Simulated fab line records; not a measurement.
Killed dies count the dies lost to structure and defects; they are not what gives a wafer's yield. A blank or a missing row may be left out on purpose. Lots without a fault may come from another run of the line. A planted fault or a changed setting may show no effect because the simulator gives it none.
Which tool is to blame?    flow berkeleyCmos170    7 lots (21 wafers sampled), 1 step of a 331-step route

WHAT THE GAUGES SHOWED, per wafer
UCB170_SDANNEAL_RS_MEAS_03: a four-point-probe measurement.
lot   measured      on            NSD_RS (ohm/sq)
L436  day 7 07:11   filmMetro-04  37.30 37.17 37.13
L441  day 8 07:28   filmMetro-04  37.37 37.24 37.41
L443  day 8 23:18   filmMetro-01  37.23 37.13 37.19
L448  day 10 01:19  filmMetro-01  37.21 37.18 37.17
L450  day 10 02:07  filmMetro-01  37.33 37.37 37.33
L449  day 10 11:20  filmMetro-01  37.24 37.26 37.13
L457  day 11 03:19  filmMetro-04  37.33 37.38 37.30

TOOL THAT RAN EACH LOT (tool first, then ch and the chambers of the sampled wafers, then the start)
Record: no process step prior to these readings.

THE ANSWER, worked out from the rows above alone
Rule: the lots themselves supply what counts as usual. The widest of any qualifying gaps counts: lots, ordered by their means at a reading, are off when they make up no more than a third of the lots, leave a main group of 4 or more, and stand apart from it by 3 or more times the standard deviation of that group's means. If all means in a main group match to the digits the tables above print for the reading, that group is not used. Also off: a lot with no number at a reading for which 4 or more lots have one. All remaining lots with rows at the step are treated as sound.
None of the lots is off at any reading shown; this tells nothing.

WHAT WAS PUT IN BY THE SIMULATOR
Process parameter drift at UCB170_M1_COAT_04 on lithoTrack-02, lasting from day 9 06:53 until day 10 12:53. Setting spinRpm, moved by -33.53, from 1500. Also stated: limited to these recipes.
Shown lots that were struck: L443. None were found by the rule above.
